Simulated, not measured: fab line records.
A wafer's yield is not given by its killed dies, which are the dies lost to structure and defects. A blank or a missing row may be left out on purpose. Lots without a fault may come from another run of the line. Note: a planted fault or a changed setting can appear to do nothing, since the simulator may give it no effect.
Which tool did it? ; flow rit-cmos ; Sampling: 15 lots, 45 wafers, 5 of 202 route steps

== WHAT THE GAUGES READ, wafer by wafer ==
RIT_ACTIVE_CD_MEAS_90: the cd target is 1400 nm.
lot;measured;on;cd-nm (nm)
L575;day 1 16:53;cd-sem-01;1400.8 1402.6 1400.9
L576;day 1 22:05;cd-sem-02;1403.8 1404.2 1403.3
L577;day 2 02:26;cd-sem-01;1396.8 1397.7 1397.0
L579;day 2 11:23;cd-sem-01;1400.8 1400.1 1400.8
L580;day 2 16:38;cd-sem-02;1400.4 1400.1 1400.9
L583;day 3 07:17;cd-sem-02;1400.4 1399.3 1399.8
L584;day 3 14:17;cd-sem-02;1403.4 1404.6 1403.2
L585;day 3 18:49;cd-sem-02;1397.6 1398.0 1396.9
L587;day 4 04:01;cd-sem-01;1405.1 1403.8 1402.5
L589;day 4 13:30;cd-sem-02;1399.8 1399.0 1400.0
L590;day 4 18:03;cd-sem-01;1401.1 1398.0 1398.0
L591;day 5 00:35;cd-sem-02;1397.9 1398.7 1396.6
L592;day 5 05:17;cd-sem-02;1402.4 1399.4 1402.7
L595;day 5 19:33;cd-sem-02;1400.3 1401.3 1401.2
L598;day 6 10:52;cd-sem-01;1397.8 1399.9 1399.1

RIT_PLDD_OVL_MEAS_06.
lot;measured;on;PLDD_OVL (nm)
L575;day 3 01:31;overlay-02;-2.5 -3.6 -2.6
L576;day 3 08:22;overlay-01;-4.2 -4.1 -1.8
L577;day 3 11:32;overlay-02;-2.0 -2.7 -1.5
L579;day 3 23:40;overlay-02;0.0 0.0 1.3
L580;day 4 02:16;overlay-02;0.8 0.3 -0.6
L583;day 4 16:28;overlay-01;- - -
L584;day 4 23:50;overlay-01;-0.3 -1.3 0.0
L585;day 5 02:53;overlay-01;- - -
L587;day 5 11:55;overlay-01;- - -
L589;day 5 21:24;overlay-01;-1.7 -2.0 -1.9
L590;day 6 03:20;overlay-01;-1.6 -0.1 -3.1
L591;day 6 07:34;overlay-02;0.6 -0.5 0.2
L592;day 6 10:07;overlay-02;0.4 0.4 2.1
L595;day 7 04:53;overlay-02;-2.2 -1.9 -1.9
L598;day 7 19:19;overlay-01;-0.8 -1.8 -1.5

RIT_SDANNEAL_RS_MEAS_07: the measuring method here is four-point-probe.
lot;measured;on;NLDD_RS (ohm/sq)
L575;day 3 09:51;film-metro-02;151.5 151.6 151.7
L576;day 3 15:20;film-metro-04;151.3 151.3 151.6
L577;day 3 19:16;film-metro-02;150.8 151.6 151.1
L579;day 4 06:31;film-metro-04;152.3 152.7 151.7
L580;day 4 08:58;film-metro-03;151.9 151.7 151.4
L583;day 4 23:09;film-metro-03;151.6 151.2 151.4
L584;day 5 06:56;film-metro-04;151.7 152.0 152.0
L585;day 5 09:55;film-metro-03;151.7 151.8 151.9
L587;day 5 19:12;film-metro-04;151.8 152.0 151.9
L589;day 6 05:19;film-metro-04;151.6 151.4 151.1
L590;day 6 10:10;film-metro-04;151.6 151.3 151.2
L591;day 6 16:13;film-metro-03;150.5 151.0 151.2
L592;day 6 17:22;film-metro-03;151.4 151.5 151.0
L595;day 7 12:01;film-metro-03;150.8 151.6 151.5
L598;day 8 02:10;film-metro-04;150.7 150.5 151.0

RIT_CONTACT_OVL_MEAS_09.
lot;measured;on;CONTACT_OVL (nm)
L575;day 3 11:55;overlay-02;-1.5 -1.5 -2.1
L576;day 3 17:29;overlay-01;0.5 -0.6 0.4
L577;day 3 21:06;overlay-02;0.4 2.6 -0.6
L579;day 4 08:28;overlay-02;0.8 -0.1 1.2
L580;day 4 10:58;overlay-02;-0.3 -1.1 -1.0
L583;day 5 01:07;overlay-02;0.6 -0.8 0.1
L584;day 5 08:53;overlay-02;-1.8 -2.1 -1.4
L585;day 5 11:53;overlay-01;0.7 -0.7 -0.2
L587;day 5 21:13;overlay-01;0.5 -0.4 0.6
L589;day 6 07:07;overlay-01;-1.6 -0.8 -3.0
L590;day 6 11:59;overlay-02;-0.4 0.0 -0.5
L591;day 6 18:03;overlay-02;-2.4 -3.4 0.1
L592;day 6 19:12;overlay-02;0.7 1.6 -1.4
L595;day 7 14:03;overlay-01;1.0 -0.9 -1.1
L598;day 8 04:20;overlay-02;-1.0 0.3 -1.1

== WHICH TOOL RAN EACH LOT (tool, then ch and the chambers of the sampled wafers, then the start) ==
lot;RIT_PLDD_EXPOSE_03
L575;iline-stepper-01 ch 0, day 3 01:09
L576;iline-stepper-01 ch 0, day 3 07:59
L577;iline-stepper-01 ch 0, day 3 11:08
L579;iline-stepper-02 ch 0, day 3 23:16
L580;iline-stepper-01 ch 0, day 4 01:52
L583;iline-stepper-02 ch 0, day 4 16:04
L584;iline-stepper-01 ch 0, day 4 23:28
L585;iline-stepper-02 ch 0, day 5 02:29
L587;iline-stepper-02 ch 0, day 5 11:31
L589;iline-stepper-01 ch 0, day 5 21:02
L590;iline-stepper-01 ch 0, day 6 02:57
L591;iline-stepper-01 ch 0, day 6 07:05
L592;iline-stepper-01 ch 0, day 6 09:43
L595;iline-stepper-01 ch 0, day 7 04:20
L598;iline-stepper-01 ch 0, day 7 18:55
- RIT_PLDD_EXPOSE_03: exposes mask M8, target cd 40900 nm.

== AS READ BY THE TOOLS THEMSELVES (means over the sampled wafers that have a number; for cases with no such wafer, the mark the record gives instead) ==
The record holds no such reading with a usual standard deviation.

== THE ANSWER, worked out from the rows above alone ==
Rule: the lots themselves supply what counts as usual. The widest of any qualifying gaps counts: lots, ordered by their means at a reading, are off when they make up no more than a third of the lots, leave a main group of 4 or more, and stand apart from it by 3 or more times the standard deviation of that group's means. A main group is skipped when, at the precision printed for the reading in the tables above, its means are all equal. A lot without any number at a reading at which 4 lots or more have one is off too. Any other lot the step has rows for is counted as sound. First the gauges in route order, then the tools' own readings, where a lot's mean is used as printed above. At the first step where some lot is off, the reading lying furthest off is the one used; lots without a number count as furthest.
Off: at RIT_PLDD_OVL_MEAS_06 (PLDD_OVL), L583, L585, L587. Without a number there: L583, L585, L587. Main group: mean -1.2 nm, sd 1.3.
A tool fits if, at a process step before that reading, it ran every lot that is off, and no sound lot after the first of them. Those tools and the gauges at RIT_PLDD_OVL_MEAS_06 are tried in the same way. One fits: RIT_PLDD_EXPOSE_03 on iline-stepper-02. Its last sound lot is L579 (day 3 23:16), its first lot that is off L583 (day 4 16:04): a fault that began between those two fits.

== WHAT THE SIMULATOR HAD PUT IN ==
Scanner matching overlay: iline-stepper-02, from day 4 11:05 on, at RIT_PLDD_EXPOSE_03. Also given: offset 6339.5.
Shown lots that were struck: L583, L585, L587. The rule given above showed the same thing.
